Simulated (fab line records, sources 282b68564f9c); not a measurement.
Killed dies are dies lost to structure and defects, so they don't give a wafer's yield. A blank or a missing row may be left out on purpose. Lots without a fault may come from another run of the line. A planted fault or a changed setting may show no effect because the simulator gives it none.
fab line records | flow rit_cmos
record lots=6 wafers=18 last_day=7
route steps=202 shown CONTACT@168 M1@184
lots that met no fault: from a run of the same line without faults
start_h: hours from the record's first day to the start of the lot's first wafer shown | wait_h: hours since the lot's step before | " the same as in the row above | L1.1+2: a row that stands for several wafers | - no value, or no start given | * or withheld: withheld | < > ~ a bound
route shown NAME@n: a module of which the file shows steps, and the number in the route of the first | usual: mean/standard deviation of fault-free wafers | same: alike in all rows | chamber/n: place in a boat | sites: the reading at each site | _std_site: their standard deviation | _edge_site: outer sites' mean less inner sites' | radius_mm: how far each site lies from the wafer's centre | mask NAME#n: copy n | behind: the tool/chamber that last shaped the wafer | hold: why the lot was held/for how many hours/how that ended | device: the transistor (n, p or np) that didn't switch | end of line: the same wafers' tests at the end of the route | a step without rows: its recipe alone | killed: dies lost to structure and defects at the first sort, not the wafer's yield | map: a wafer's dies, x killed, . not, _ none there
set.NAME: the setting as run; set.NAME@STEP: as run at that earlier step | model.NAME: the simulator's own value behind a step, which no gauge read
lots at some steps of the route; a table a step, a row a wafer
services: from which hour (start_h, from the record's first day; less than 0 if before it) a tool's chamber was out of use, for how many hours, and why
## steps
# step RIT_CONTACT_CVD_00
# recipe material=SiO2 target_thk_nm=400 precursor=TEOS temp_c=390 time_s=61 rf_w=400
# usual heater_power_w=309/41
# columns lot.wafer tool chamber start_h wait_h heater_power_w
L620.2 pecvd-04 2 55.53 0.0 312
L620.3 " 0 " " 334
L620.4 " 0 " " 244
L623.3 pecvd-04 0 72.24 0.0 313
L623.4 " 1 " " 338
L623.6 " 0 " " 319
L633.2 pecvd-03 0 121.09 0.0 256
L633.5 " 1 " " 280
L633.6 " 0 " " 272
L634.2 pecvd-02 2 125.28 0.0 355
L634.3 " 0 " " 294
L634.6 " 2 " " 267
L637.1 pecvd-02 2 140.67 0.1 281
L637.4 " 2 " " 293
L637.5 " 1 " " 349
L641.1 pecvd-04 2 160.17 0.1 247
L641.3 " 0 " " 273
L641.5 " 2 " " 267
# step RIT_CONTACT_THK_MEAS_01
# recipe reads=SiO2_of_CONTACT_CVD_00
# usual CONTACT_TEOS_THK=400/5.8
# columns lot.wafer tool chamber start_h wait_h CONTACT_TEOS_THK[nm]
L620.2 film_metro-02 - 55.59 0.0 396
L620.3 " - " " 400
L620.4 " - " " 405
L623.3 film_metro-04 - 72.31 0.0 408
L623.4 " - " " 406
L623.6 " - " " 413
L633.2 film_metro-03 - 121.15 0.0 394
L633.5 " - " " 401
L633.6 " - " " 397
L634.2 film_metro-03 - 125.34 0.0 393
L634.3 " - " " 392
L634.6 " - " " 402
L637.1 film_metro-02 - 140.74 0.1 393
L637.4 " - " " 399
L637.5 " - " " 405
L641.1 film_metro-04 - 160.22 0.0 390
L641.3 " - " " 399
L641.5 " - " " 397
# step RIT_CONTACT_HMDS_02
# recipe prime_time_s=60 prime_temp_c=140
# step RIT_CONTACT_COAT_03
# recipe resist=NOVOLAK spin_rpm=3250 resist_thk_nm=1000
# step RIT_CONTACT_SOFTBAKE_04
# recipe resist=NOVOLAK temp_c=90 time_s=60
# step RIT_CONTACT_EXPOSE_05
# recipe mask_id=M11 na=0.6 source_shape=conventional sigma_outer=0.5 target_cd_nm=1000 dose_mj=250
# step RIT_CONTACT_PEB_06
# recipe resist=NOVOLAK temp_c=withheld time_s=withheld
# step RIT_CONTACT_DEVELOP_07
# recipe resist=NOVOLAK develop_time_s=120 dev_temp_c=23
# step RIT_CONTACT_CD_MEAS_08
# recipe target_cd_nm=1000
# usual cd_nm=1000.8/2
# columns lot.wafer tool chamber start_h wait_h cd_nm
L620.2 cd_sem-02 - 56.85 - 996.6
L620.3 " - " " 998.5
L620.4 " - " " 997.4
L623.3 cd_sem-01 - 73.48 - 1000.3
L623.4 " - " " 999.8
L623.6 " - " " 1001.0
L633.2 cd_sem-02 - 122.50 - 1001.8
L633.5 " - " " 1001.4
L633.6 " - " " 1003.7
L634.2 cd_sem-02 - 126.50 - 1002.1
L634.3 " - " " 1001.6
L634.6 " - " " 1001.9
L637.1 cd_sem-01 - 141.77 - 1001.4
L637.4 " - " " 1001.7
L637.5 " - " " 1002.6
L641.1 cd_sem-02 - 161.25 - 1000.8
L641.3 " - " " 1001.4
L641.5 " - " " 999.9
# step RIT_CONTACT_OVL_MEAS_09
# usual CONTACT_OVL=0.1/1.4
# columns lot.wafer tool chamber start_h wait_h CONTACT_OVL[nm]
L620.2 overlay-02 - 56.96 0.1 0.4
L620.3 " - " " 1.0
L620.4 " - " " -0.7
L623.3 overlay-01 - 73.57 0.1 0.0
L623.4 " - " " -0.9
L623.6 " - " " -0.4
L633.2 overlay-02 - 122.61 0.1 -0.4
L633.5 " - " " -0.3
L633.6 " - " " 1.0
L634.2 overlay-02 - 126.60 0.1 0.9
L634.3 " - " " -0.7
L634.6 " - " " 0.9
L637.1 overlay-02 - 141.89 0.1 1.1
L637.4 " - " " 0.2
L637.5 " - " " 0.2
L641.1 overlay-01 - 161.37 0.1 1.6
L641.3 " - " " -0.4
L641.5 " - " " -0.2
# step RIT_CONTACT_HARDBAKE_10
# recipe resist=NOVOLAK temp_c=140 time_s=60
# step RIT_CONTACT_ETCH_11
# recipe target_depth_a=4800 over_etch_frac=0.2 stop_on=TiSi2 chemistry=CHF3/CF4/Ar target=SiO2 CHF3_flow_sccm=50 cf4_flow_sccm=10 Ar_flow_sccm=100 O2_flow_sccm=5 pressure_mtorr=100 rf_w=200 time_s=320
# usual drypump_motor_current_A=5.7/0.3 oes_product_au=0.986/0.014 throttle_valve_pct=8.91/0.14
# columns lot.wafer tool chamber start_h wait_h drypump_motor_current_A oes_product_au rf_hours_counter_h throttle_valve_pct
L620.2 rie_diel-03 2 57.14 0.1 5.9 1.004 72 8.92
L620.3 " 3 " " 5.5 0.995 47 9.08
L620.4 " 3 " " 5.5 0.987 - 9.08
L623.3 rie_diel-02 2 73.75 0.1 5.4 1.000 3 8.98
L623.4 " 3 " " 6.3 0.973 2 8.80
L623.6 " 2 " " 5.4 0.998 - 8.98
L633.2 rie_diel-03 2 122.79 0.1 5.9 1.009 73 8.91
L633.5 " 0 " " 5.6 0.996 - 8.79
L633.6 " 3 " " 5.5 0.998 - 9.09
L634.2 rie_diel-02 0 126.86 0.1 5.7 0.972 134 8.71
L634.3 " 3 " " 6.3 0.971 3 8.82
L634.6 " 3 " " 6.3 0.979 - 8.81
L637.1 rie_diel-03 1 142.08 0.1 5.6 0.977 47 8.85
L637.4 " 1 " " 5.6 0.982 - 8.84
L637.5 " 0 " " 5.5 0.998 - 8.77
L641.1 rie_diel-03 3 161.55 0.1 5.5 0.992 49 9.08
L641.3 " 2 " " 5.9 1.010 74 8.93
L641.5 " 2 " " 5.9 1.014 - 8.92
# step RIT_CONTACT_STRIP_12
# recipe chemistry=O2 time_s=180 resist=NOVOLAK platen_temp_c=withheld power_w=500 pressure_mtorr=4000 o2_flow_sccm=4000
# usual drypump_motor_current_A=5.6/0.49 o2_flow_sccm=3999/11
# columns lot.wafer tool chamber start_h wait_h drypump_motor_current_A o2_flow_sccm rf_hours_counter_h
L620.2 plasma_asher-02 0 57.33 0.1 5.5 4018 42
L620.3 " 0 " " 5.5 4000 -
L620.4 " 1 " " 5.9 3989 -
L623.3 plasma_asher-03 1 74.00 0.2 6.1 4000 -
L623.4 " 0 " " 4.8 3993 -
L623.6 " 0 " " 4.7 3999 -
L633.2 plasma_asher-03 0 122.98 0.1 4.7 4008 50
L633.5 " 0 " " 4.7 4004 -
L633.6 " 1 " " 6.1 3988 -
L634.2 plasma_asher-03 0 127.05 0.1 4.8 4025 50
L634.3 " 1 " " 6.1 4016 -
L634.6 " 1 " " 6.1 3992 -
L637.1 plasma_asher-04 0 142.27 0.1 5.5 3983 33
L637.4 " 1 " " 6.2 3980 -
L637.5 " 1 " " 6.2 3990 -
L641.1 plasma_asher-02 1 161.75 0.1 5.9 4010 53
L641.3 " 1 " " 5.9 3999 -
L641.5 " 0 " " 5.5 4018 -
# step RIT_CONTACT_CD_MEAS_90
# recipe target_cd_nm=1000
# usual cd_nm=1000.9/2.2
# columns lot.wafer tool chamber start_h wait_h cd_nm
L620.2 cd_sem-02 - 57.53 0.1 995.7
L620.3 " - " " 998.5
L620.4 " - " " 996.8
L623.3 cd_sem-02 - 74.16 0.1 1000.3
L623.4 " - " " 999.6
L623.6 " - " " 1000.6
L633.2 cd_sem-02 - 123.18 0.1 1001.8
L633.5 " - " " 1001.7
L633.6 " - " " 1004.1
L634.2 cd_sem-02 - 127.25 0.1 1001.6
L634.3 " - " " 1001.5
L634.6 " - " " 1002.1
L637.1 cd_sem-01 - 142.44 0.1 1001.1
L637.4 " - " " 1001.6
L637.5 " - " " 1002.7
L641.1 cd_sem-01 - 161.92 0.1 1000.9
L641.3 " - " " 1001.0
L641.5 " - " " 999.3
# step RIT_CONTACT_CLEAN_13
# recipe chemistry=SC1 mix=3:3:50 time_s=600 temp_c=75
# step RIT_CONTACT_CLEAN_14
# recipe chemistry=SC2 mix=3:3:50 time_s=600 temp_c=75 dry=n2_spin
# step RIT_M1_SPUTTER_00
# recipe material=Al target_thk_nm=400 power_w=2000 chamber_pressure_pa=0.4 gas=Ar time_s=500 substrate_temp_c=25
# usual substrate_temp_c=25.02/0.11 throttle_valve_pct=30.2/0.92
# columns lot.wafer tool chamber start_h wait_h substrate_temp_c throttle_valve_pct
L620.2 pvd_sputter-02 - 57.98 0.0 24.80 30.2
L620.3 " - " " 24.88 31.4
L620.4 " - " " 24.98 29.4
L623.3 pvd_sputter-03 - 74.59 0.0 24.93 28.5
L623.4 " - " " 24.98 30.2
L623.6 " - " " 24.94 29.9
L633.2 pvd_sputter-02 - 123.63 0.0 24.86 31.1
L633.5 " - " " 25.21 29.7
L633.6 " - " " 24.88 31.2
L634.2 pvd_sputter-02 - 127.70 0.0 24.93 29.5
L634.3 " - " " 25.10 30.5
L634.6 " - " " 24.67 31.6
L637.1 pvd_sputter-03 - 142.91 0.0 25.05 30.2
L637.4 " - " " 24.98 29.8
L637.5 " - " " 24.97 30.0
L641.1 pvd_sputter-03 - 162.57 0.0 24.83 30.1
L641.3 " - " " 25.16 30.2
L641.5 " - " " 24.97 30.3
# step RIT_M1_RS_MEAS_01
# recipe thk_meas_gauge=four-point-probe reads=Al_of_M1_SPUTTER_00
# usual M1_AL_RS=0.0736/0.00087
# columns lot.wafer tool chamber start_h wait_h M1_AL_RS[ohm/sq]
L620.2 film_metro-01 - 58.29 0.2 0.0717
L620.3 " - " " 0.0731
L620.4 " - " " 0.0716
L623.3 film_metro-02 - 74.92 0.2 0.0734
L623.4 " - " " 0.0751
L623.6 " - " " 0.0735
L633.2 film_metro-01 - 123.94 0.2 0.0737
L633.5 " - " " 0.0729
L633.6 " - " " 0.0738
L634.2 film_metro-01 - 128.01 0.2 0.0728
L634.3 " - " " 0.0721
L634.6 " - " " 0.0739
L637.1 film_metro-01 - 143.23 0.2 0.0746
L637.4 " - " " 0.0731
L637.5 " - " " 0.0728
L641.1 film_metro-01 - 162.86 0.1 0.0737
L641.3 " - " " 0.0734
L641.5 " - " " 0.0738
# step RIT_M1_THK_MEAS_02
# recipe thk_meas_gauge=xrf reads=Al_of_M1_SPUTTER_00
# usual M1_AL_THK=396/6.7
# columns lot.wafer tool chamber start_h wait_h M1_AL_THK[nm]
L620.2 film_metro-01 - 58.40 0.1 411
L620.3 " - " " 402
L620.4 " - " " 413
L623.3 film_metro-02 - 75.02 0.1 393
L623.4 " - " " 385
L623.6 " - " " 392
L633.2 film_metro-01 - 124.05 0.1 399
L633.5 " - " " 406
L633.6 " - " " 404
L634.2 film_metro-01 - 128.12 0.1 405
L634.3 " - " " 407
L634.6 " - " " 402
L637.1 film_metro-01 - 143.35 0.1 395
L637.4 " - " " 406
L637.5 " - " " 405
L641.1 film_metro-01 - 162.98 0.1 399
L641.3 " - " " 402
L641.5 " - " " 399
# step RIT_M1_HMDS_03
# recipe prime_time_s=60 prime_temp_c=140
# step RIT_M1_COAT_04
# recipe resist=NOVOLAK spin_rpm=2000 resist_thk_nm=1312
# step RIT_M1_SOFTBAKE_05
# recipe resist=NOVOLAK temp_c=90 time_s=60
# step RIT_M1_EXPOSE_06
# recipe mask_id=M12 na=0.6 source_shape=conventional sigma_outer=0.5 target_cd_nm=2600 dose_mj=250
# step RIT_M1_PEB_07
# recipe resist=NOVOLAK temp_c=withheld time_s=withheld
# step RIT_M1_DEVELOP_08
# recipe resist=NOVOLAK develop_time_s=68 dev_temp_c=23
# step RIT_M1_CD_MEAS_09
# recipe target_cd_nm=2600
# usual cd_nm=2599.8/1.9
# columns lot.wafer tool chamber start_h wait_h cd_nm
L620.2 cd_sem-02 - 59.35 - 2598.8
L620.3 " - " " 2598.9
L620.4 " - " " 2601.2
L623.3 cd_sem-01 - 76.11 - 2599.4
L623.4 " - " " 2600.2
L623.6 " - " " 2598.8
L633.2 cd_sem-01 - 125.00 - 2600.7
L633.5 " - " " 2601.9
L633.6 " - " " 2600.4
L634.2 cd_sem-02 - 129.07 - 2600.3
L634.3 " - " " 2599.8
L634.6 " - " " 2599.5
L637.1 cd_sem-01 - 144.52 - 2595.9
L637.4 " - " " 2597.1
L637.5 " - " " 2597.1
L641.1 cd_sem-02 - 163.92 - 2601.1
L641.3 " - " " 2599.0
L641.5 " - " " 2600.5
# step RIT_M1_OVL_MEAS_10
# usual M1_OVL=-0.3/1.8
# columns lot.wafer tool chamber start_h wait_h M1_OVL[nm]
L620.2 overlay-02 - 59.46 0.1 1.7
L620.3 " - " " -0.7
L620.4 " - " " -0.8
L623.3 overlay-02 - 76.20 0.1 0.9
L623.4 " - " " 0.1
L623.6 " - " " -0.6
L633.2 overlay-01 - 125.11 0.1 -3.1
L633.5 " - " " -1.7
L633.6 " - " " -3.8
L634.2 overlay-02 - 129.18 0.1 0.1
L634.3 " - " " 2.3
L634.6 " - " " 2.5
L637.1 overlay-02 - 144.64 0.1 -2.9
L637.4 " - " " -4.0
L637.5 " - " " -1.9
L641.1 overlay-02 - 164.04 0.1 -0.2
L641.3 " - " " 1.9
L641.5 " - " " 0.0
# step RIT_M1_HARDBAKE_11
# recipe resist=NOVOLAK temp_c=140 time_s=120
# step RIT_M1_METAL_ETCH_12
# recipe stop_on=SiO2 chemistry=Cl2/BCl3 target=Al time_s=165 over_etch_frac=0.5 pressure_mtorr=100 target_depth_a=6000 rf_w=250 Cl2_flow_sccm=60 bcl3_flow_sccm=50
# usual drypump_motor_current_A=5.82/0.29 oes_product_au=0.779/0.013 throttle_valve_pct=8.27/0.17
# columns lot.wafer tool chamber start_h wait_h drypump_motor_current_A oes_product_au rf_hours_counter_h throttle_valve_pct
L620.2 rie_metal-03 0 59.74 0.2 5.52 0.806 0.6 8.44
L620.3 " 1 " " 6.05 0.780 - 8.17
L620.4 " 0 " " 5.54 0.809 - 8.42
L623.3 rie_metal-04 0 76.76 0.2 5.98 0.763 - 7.99
L623.4 " 1 " " 5.91 0.782 - 8.51
L623.6 " 1 " " 5.90 0.779 - 8.51
L633.2 rie_metal-03 1 125.39 0.2 6.12 0.776 1.3 8.17
L633.5 " 0 " " 5.53 0.798 - 8.42
L633.6 " 1 " " 6.12 0.768 - 8.18
L634.2 rie_metal-02 1 129.46 0.2 5.31 0.794 5.0 8.32
L634.3 " 0 " " 6.06 0.788 - 8.21
L634.6 " 0 " " 6.05 0.776 - 8.21
L637.1 rie_metal-02 0 144.93 0.2 6.09 0.775 5.2 8.20
L637.4 " 0 " " 6.07 0.784 - 8.21
L637.5 " 1 " " 5.34 0.785 - 8.33
L641.1 rie_metal-04 1 164.33 0.2 5.92 0.790 3.6 8.51
L641.3 " 1 " " 5.94 0.788 - 8.51
L641.5 " 1 " " 5.93 0.781 - 8.51
# step RIT_M1_STRIP_13
# recipe chemistry=nmp resist=NOVOLAK temp_c=80 time_s=600 dry=n2_spin
# step RIT_M1_STRIP_14
# recipe chemistry=O2 time_s=173.7 platen_temp_c=withheld power_w=500 pressure_mtorr=4000 o2_flow_sccm=4000
# usual drypump_motor_current_A=5.75/0.26 o2_flow_sccm=4002/12
# columns lot.wafer tool chamber start_h wait_h drypump_motor_current_A o2_flow_sccm rf_hours_counter_h
L620.2 plasma_asher-01 0 60.07 0.0 5.74 3999 43
L620.3 " 0 " " 5.72 4015 -
L620.4 " 1 " " 5.65 3999 -
L623.3 plasma_asher-04 1 77.10 0.1 6.15 3993 -
L623.4 " 0 " " 5.50 4014 -
L623.6 " 0 " " 5.50 4013 -
L633.2 plasma_asher-02 1 125.72 0.0 5.85 3994 49
L633.5 " 0 " " 5.49 4006 -
L633.6 " 1 " " 5.83 4008 -
L634.2 plasma_asher-02 0 129.80 0.0 5.49 3994 50
L634.3 " 0 " " 5.47 3995 -
L634.6 " 1 " " 5.85 4004 -
L637.1 plasma_asher-04 0 145.27 0.0 5.47 3996 33
L637.4 " 1 " " 6.16 4000 -
L637.5 " 0 " " 5.47 4002 -
L641.1 plasma_asher-02 1 164.84 0.0 5.82 3993 54
L641.3 " 1 " " 5.82 4027 -
L641.5 " 0 " " 5.49 3998 -
# step RIT_M1_CD_MEAS_90
# recipe target_cd_nm=2600
# usual cd_nm=2599.2/2.4
# columns lot.wafer tool chamber start_h wait_h cd_nm
L620.2 cd_sem-02 - 60.27 0.1 2596.8
L620.3 " - " " 2598.0
L620.4 " - " " 2599.7
L623.3 cd_sem-01 - 77.25 0.1 2597.4
L623.4 " - " " 2601.2
L623.6 " - " " 2598.6
L633.2 cd_sem-01 - 125.92 0.1 2600.0
L633.5 " - " " 2601.3
L633.6 " - " " 2599.7
L634.2 cd_sem-02 - 129.99 0.1 2600.1
L634.3 " - " " 2601.6
L634.6 " - " " 2601.9
L637.1 cd_sem-01 - 145.44 0.1 2596.2
L637.4 " - " " 2598.8
L637.5 " - " " 2598.2
L641.1 cd_sem-02 - 165.01 0.1 2598.4
L641.3 " - " " 2596.6
L641.5 " - " " 2599.2
# step RIT_M1_ANNEAL_15
# recipe temp_c=450 time_s=1800 ambient=forming_gas_H2N2
# step RIT_M1_BOW_MEAS_16
# recipe mode=bow
# usual M1_BOW=16/6.6
# columns lot.wafer tool chamber start_h wait_h M1_BOW[um]
L620.2 film_metro-03 - 61.89 0.0 16
L620.3 " - " " 18
L620.4 " - " " 23
L623.3 film_metro-03 - 78.87 0.0 12
L623.4 " - " " 22
L623.6 " - " " 6
L633.2 film_metro-01 - 127.72 0.0 10
L633.5 " - " " 21
L633.6 " - " " 21
L634.2 film_metro-03 - 131.61 0.0 13
L634.3 " - " " 13
L634.6 " - " " 11
L637.1 film_metro-02 - 147.06 0.0 24
L637.4 " - " " 23
L637.5 " - " " 22
L641.1 film_metro-01 - 168.66 0.0 18
L641.3 " - " " 10
L641.5 " - " " 17
# step RIT_M1_PROBE_99
# usual killed_at_M0_to_M3=0.0/0.14 killed_at_contacts=0.0/0.22 killed_at_front_end=6.5/3 killed_dies=6.6/3 killed_open=3.4/2.2 killed_short=3.3/1.7
# same gross_dies=264 killed_at_M4_up=0 killed_at_back_side=0 killed_at_other=0
# columns lot.wafer tool chamber start_h wait_h killed_at_M0_to_M3 killed_at_contacts killed_at_front_end killed_dies killed_open killed_short
L620.2 prober-02 - 62.04 0.1 0 0 5 5 3 2
L620.3 prober-02 - 62.09 0.2 0 0 4 4 1 3
L620.4 prober-02 - 62.14 0.2 0 0 7 7 3 4
L623.3 prober-01 - 79.05 0.2 0 0 8 8 4 4
L623.4 prober-01 - 79.10 0.2 1 0 8 9 5 4
L623.6 prober-01 - 79.20 0.2 0 0 8 8 2 6
L633.2 prober-01 - 127.87 0.1 0 38 4 42 2 2
L633.5 prober-01 - 128.02 0.2 0 29 5 34 2 3
L634.2 prober-02 - 131.76 0.1 0 33 2 35 0 2
L634.3 prober-02 - 131.81 0.2 0 0 8 8 5 3
L634.6 prober-02 - 131.96 0.2 0 0 6 6 3 3
L637.1 prober-01 - 147.18 0.1 0 0 6 6 4 2
L637.4 prober-01 - 147.33 0.2 0 0 6 6 3 3
L637.5 prober-01 - 147.38 0.2 0 0 6 6 3 3
L641.1 prober-01 - 168.78 0.1 0 0 11 11 6 5
L641.3 prober-01 - 168.88 0.2 0 0 3 3 1 2
L641.5 prober-01 - 168.98 0.2 0 0 7 7 3 4
# killed by level:class
L620.2 GATE:geometric_particle:open=2 FOX2:geometric_particle:short=1 GATE:geometric_particle:short=1 REOX:geometric_particle:open=1
L620.3 FOX1:geometric_particle:short=1 GATE:geometric_particle:short=1 SPACER:geometric_particle:short=1 SPACER:geometric_particle:open=1
L620.4 FOX1:geometric_particle:open=3 FOX1:geometric_particle:short=2 REOX:geometric_particle:short=1 SPACER:geometric_particle:short=1
L623.3 GATE:geometric_particle:short=2 GATE:geometric_particle:open=2 FOX2:geometric_particle:open=1 FOX2:geometric_particle:short=1 SPACER:geometric_particle:open=1 SILICIDE:geometric_particle:short=1
L623.4 GATE:geometric_particle:open=3 GATE:geometric_particle:short=2 SPACER:geometric_particle:short=1 SPACER:geometric_particle:open=1 SILICIDE:geometric_particle:open=1 M1:geometric_particle:short=1
L623.6 GATE:geometric_particle:short=2 FOX1:geometric_particle:short=1 FOX2:geometric_particle:short=1 FOX2:geometric_particle:open=1 GATE:geometric_particle:open=1 REOX:geometric_particle:short=1 SPACER:geometric_particle:short=1
L633.2 CONTACT:unspecified=38 FOX1:geometric_particle:short=1 FOX2:geometric_particle:short=1 GATE:geometric_particle:open=1 REOX:geometric_particle:open=1
L633.5 CONTACT:unspecified=29 SILICIDE:geometric_particle:short=2 FOX1:geometric_particle:open=1 REOX:geometric_particle:short=1 SILICIDE:geometric_particle:open=1
L634.2 CONTACT:unspecified=33 FOX1:geometric_particle:short=1 SPACER:geometric_particle:short=1
L634.3 FOX1:geometric_particle:open=2 GATE:geometric_particle:open=2 GATE:geometric_particle:short=2 FOX2:geometric_particle:short=1 SILICIDE:geometric_particle:open=1
L634.6 GATE:geometric_particle:open=2 REOX:geometric_particle:short=2 REOX:geometric_particle:open=1 SPACER:geometric_particle:short=1
L637.1 FOX1:geometric_particle:open=1 GATE:geometric_particle:open=1 REOX:geometric_particle:open=1 SPACER:geometric_particle:open=1 SPACER:geometric_particle:short=1 SILICIDE:geometric_particle:short=1
L637.4 GATE:geometric_particle:short=2 REOX:geometric_particle:open=2 SPACER:geometric_particle:short=1 SILICIDE:geometric_particle:open=1
L637.5 GATE:geometric_particle:short=2 FOX1:geometric_particle:open=1 FOX1:geometric_particle:short=1 GATE:geometric_particle:open=1 SPACER:geometric_particle:open=1
L641.1 GATE:geometric_particle:short=3 GATE:geometric_particle:open=3 FOX1:geometric_particle:open=2 SILICIDE:geometric_particle:short=2 REOX:geometric_particle:open=1
L641.3 GATE:geometric_particle:short=1 SPACER:geometric_particle:short=1 SPACER:geometric_particle:open=1
L641.5 GATE:geometric_particle:short=3 GATE:geometric_particle:open=3 FOX1:geometric_particle:short=1
# map L633.2 (x killed, . not)
________......._______
_____.............____
____...............___
___.................__
__..................._
__..................._
_x.......x............
_.....................
_............x........
_........xxxxx..x.....
__......xxxxxxx......_
__.......xxxxxx......_
___....xxxxxxxx.x...__
____...x..xxxxxx...___
_____......xx..x..____
________......x_______
# map L634.2 (x killed, . not)
________......._______
_____.............____
____...............___
___.................__
__.....x............._
__..................._
_.....................
_.....................
_.....................
_........xx.xxx.......
__.......xxxxxx......_
__...x...xxxxxx......_
___.....xxxxxxxx....__
____....x.xxxxx....___
_____......xx.....____
________......._______
## services
# columns tool chamber start_h hours kind
plasma_asher-03 - 36.07 1.1 repair
rie_diel-02 3 42.94 12.6 repair
rie_diel-03 1 56.06 6.7 repair
pecvd-04 1 73.71 29.5 repair
pecvd-02 - 75.31 2.8 pm
rie_metal-03 - 76.06 1.4 pm
rie_diel-02 3 76.76 2.7 repair
plasma_asher-01 - 108.75 9.0 pm
plasma_asher-01 0 108.75 9.0 vent_cycle
plasma_asher-01 1 108.75 9.0 vent_cycle
plasma_asher-01 0 117.75 - clean
plasma_asher-01 1 117.75 - clean
rie_metal-02 - 126.32 2.8 pm
rie_diel-03 3 133.17 10.2 repair
pecvd-02 0 133.48 7.9 repair
rie_metal-02 - 134.34 8.8 repair
pecvd-03 - 140.22 6.0 pm
## key
first_sign step=RIT_M1_PROBE_99 reading=killed_at_contacts direction=up sigmas=33 usual=0.0 struck=33.3
effect step=RIT_M1_PROBE_99 reading=killed_dies direction=up sigmas=10 usual=6.6 struck=37
met_at RIT_CONTACT_STRIP_12
struck_wafers L633.2,L633.5,L634.2
tester_left_out L633,L634
onset_between 74.00 122.98
fault kind=chamber_particle_source tool=plasma_asher-03 chamber=0 onset_h=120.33 steps=RIT_CONTACT_STRIP_12 rate_per_visit_cm2=1.1464 end_h=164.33
# tester_left_out: of these lots the tester's yield and bins aren't shown, on N5 and GAA mostly nor the transistor test; their killed dies are dies lost to structure and defects alone, not to doping, threshold or leakage, so they don't give the yield
